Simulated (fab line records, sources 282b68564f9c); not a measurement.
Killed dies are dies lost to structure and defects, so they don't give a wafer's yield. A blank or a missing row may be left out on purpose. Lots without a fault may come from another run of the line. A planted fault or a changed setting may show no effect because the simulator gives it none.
One fault seen from 2 desks | flow rit_cmos | each desk has only its own numbers; what lay behind them comes last

THE TOOL OWNER'S DESK: furnace-01
The tool's own readings at RIT_GATE_OXIDATION_05 (target thk 3 nm, ox time 270 s): means of the sampled wafers that have a number, for each lot that ran on this tool. A lot is out of limits, marked OUT, if its mean lies more than 4 standard deviations from the usual mean; the brackets give that distance.
Columns: A = spike_tc_centre_C at RIT_GATE_OXIDATION_05, usual 902.9 C; B = spike_tc_load_C at RIT_GATE_OXIDATION_05, usual 925.7 C; C = spike_tc_source_C at RIT_GATE_OXIDATION_05, usual 925.9 C; D = tube_center_temp_C at RIT_GATE_OXIDATION_05, usual 900.02 C; E = tube_center_temp_C_max at RIT_GATE_OXIDATION_05, usual 902.3
lot  | first seen here | A                | B                | C               | D                        | E
L923 | day 2 16:57     | 903.5            | 923.9            | 924.7           | 900.01                   | 902.2
L928 | day 3 17:12     | 904.8            | 924.3            | 925.8           | 900.06                   | 902.7
L932 | day 4 12:39     | 905.3            | 924.4            | 925.4           | 900.06                   | 902.5
L940 | day 6 04:52     | 891.3 (-6.4) OUT | 910.5 (-6.9) OUT | 911.6 (-13) OUT | 886.03 (-99 or more) OUT | 888.1 (-42) OUT
L941 | day 6 08:35     | 889.7 (-7.3) OUT | 909.3 (-7.5) OUT | 910.7 (-14) OUT | 885.95 (-99 or more) OUT | 888.2 (-42) OUT
This desk's finding: out of limits on L940, L941; first on L940, day 6 04:52 (spike_tc_centre_C at RIT_GATE_OXIDATION_05). In limits: L923, L928, L932.

THE METROLOGY DESK
What the gauges read, lot by lot, whatever tool the lot ran on: means of the sampled wafers that have a number. A lot is out of limits, marked OUT, if its mean lies more than 4 standard deviations from the usual mean; the brackets give that distance.
Columns: A = PWELL_OVL at RIT_PWELL_OVL_MEAS_06, usual -0.2 nm; B = GATE_OXIDE_THK at RIT_GATE_THK_MEAS_07, usual 3.00 nm; C = NLDD_OVL at RIT_NLDD_OVL_MEAS_06, usual 0.1 nm
lot  | first seen here | A    | B               | C
L922 | day 2 02:02     | -0.2 | 2.93            | 1.9
L923 | day 2 05:52     | -0.9 | 2.99            | 0.8
L925 | day 2 16:08     | 1.3  | 3.05            | -1.9
L926 | day 2 20:28     | 1.5  | 3.08            | -1.1
L928 | day 3 04:56     | -1.0 | 2.97            | 0.7
L930 | day 3 17:12     | -1.0 | 3.03            | 1.8
L932 | day 4 02:37     | -0.0 | 3.00            | -1.3
L933 | day 4 07:10     | -1.1 | 3.11            | 1.3
L935 | day 4 15:30     | -0.1 | 3.04            | 0.3
L940 | day 5 17:45     | 1.0  | 2.54 (-7.4) OUT | -0.7
L941 | day 5 21:29     | -1.3 | 2.50 (-8.1) OUT | -1.6
L942 | day 6 01:57     | -0.7 | 2.97            | 0.2
L944 | day 6 13:26     | -0.8 | 2.96            | -1.0
L945 | day 6 18:44     | 1.3  | 3.01            | 1.0
This desk's finding: out of limits on L940, L941; first on L940, day 6 07:58 (GATE_OXIDE_THK at RIT_GATE_THK_MEAS_07). In limits: L922, L923, L925, L926, L928, L930, L932, L933, L935, L942, L944, L945.

PUT TOGETHER
The tool owner's desk could have raised an alarm at day 6 04:52, on L940, L941.
The metrology desk could have raised an alarm at day 6 07:58, on L940, L941.
Of the lots named, all ran RIT_GATE_OXIDATION_05 on furnace-01.

WHAT THE SIMULATOR HAD PUT IN
Process parameter drift: furnace-01, from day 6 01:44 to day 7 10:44, at RIT_GATE_OXIDATION_05. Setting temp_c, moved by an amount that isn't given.
Lots struck among those shown: L940, L941.
Hours from the fault's start to each desk's first reading out of limits: the tool owner's desk, 3; the metrology desk, 6.
